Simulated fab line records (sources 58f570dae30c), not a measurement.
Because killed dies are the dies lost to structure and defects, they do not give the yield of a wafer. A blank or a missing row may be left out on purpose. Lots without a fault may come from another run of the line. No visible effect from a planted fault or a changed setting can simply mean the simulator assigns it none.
Code-filled problem report in 8D (eight disciplines) form | flow berkeleyCmos170 | the parts of the form that need people (team, actions taken, sign-off) are left out

== 1. WHAT WENT WRONG ==
Mean of cdNm at UCB170_V2_CD_MEAS_12: 722.3 nm across 12 wafers in 4 lots; on wafers with no fault it is 699.9 nm (standard deviation 1.5). Measured from the usual mean, that is +15 standard deviations.
The step: target cd 700 nm.
Earliest sighting: wafer L462.2 on cdSem-02 at day 9 12:29. At this step, 48 wafers from 16 lots have a number in the record. By rule, "out" or "out of limits" means more than 4 standard deviations away from the usual mean. Any other wafer with a number is counted as sound.

== 2. WHAT THIS IS AND IS NOT ==
question                    | is                     | is not
which readings at this step | cdNm                   | -
which lots                  | L462, L464, L465, L467 | L455, L456, L457, L459, L461, L463, L466, L471, L472, L474, L475, L477
which wafers of those lots  | all that have a number | -
read on which gauges        | cdSem-01, cdSem-02     | -
when                        | from day 9 12:29       | up to then (18 sound wafers); but 18 sound wafers of L466, L471, L472, L474, L475, L477 came after

== 3. SUSPECTS, AND WHAT RULES EACH OUT ==
Counting: a tool at any process step up to the reading remains a suspect when it ran all the lots that are out and ran no sound lot after the first of those.
- the gauge at UCB170_V2_CD_MEAS_12 is ruled out. The wafers that are out were read on 2 gauges (cdSem-01, cdSem-02).
- krfScanner-01 at UCB170_V2_EXPOSE_09 (exposes mask VIA2, target cd 700 nm): kept. All lots that are out passed through it, beginning with L462 at day 9 12:05, and no sound lot followed; its final sound lot before that point was L459 at day 9 03:40. On those wafers its own readings are out: exposureDoseMJCm2.
The count leaves krfScanner-01 at UCB170_V2_EXPOSE_09.

== 4. THE CAUSE (what the simulator had put in) ==
Process parameters drifting: krfScanner-01 at UCB170_V2_EXPOSE_09, beginning at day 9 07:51. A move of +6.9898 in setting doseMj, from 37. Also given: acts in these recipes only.
The count eliminated every tool but this one.

== 5. SEQUENCE OF EFFECTS, ordered by route ==
Each row: a reading where the mean over the struck wafers with a number is more than 3 standard deviations away from the usual. Only readings for which the record gives a usual standard deviation are gone through. hours: the time from each lot's start at the first step in this table that gives one to its start at this step, as a median over the lots. sigmas: the change in usual standard deviations.
hours | step                 | reading           | usual    | on struck wafers | change | sigmas
0     | UCB170_V2_EXPOSE_09  | exposureDoseMJCm2 | 37.00    | 42.06            | +5.06  | +99 or more
0     | UCB170_V2_CD_MEAS_12 | cdNm              | 699.9 nm | 722.3            | +22.4  | +15
Here are the process steps it includes:
- UCB170_V2_EXPOSE_09: exposes mask VIA2, target cd 700 nm.

== 6. HOW IT WOULD HAVE BEEN CAUGHT EARLIER ==
Counted from the fault's start at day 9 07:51, it took 5 hours until the first out-of-limits reading at a measuring or inspecting step in this record, taken at day 9 12:29.
The tool's own readings at UCB170_V2_EXPOSE_09 were out on every struck wafer that the step has a row for (exposureDoseMJCm2): an alarm limit on them would have fired on the first of those.
Lots out: 4; of these, L464, L465, L467 started UCB170_V2_EXPOSE_09 on krfScanner-01 after day 9 12:29. A hold on the tool at that time would have spared those 3.
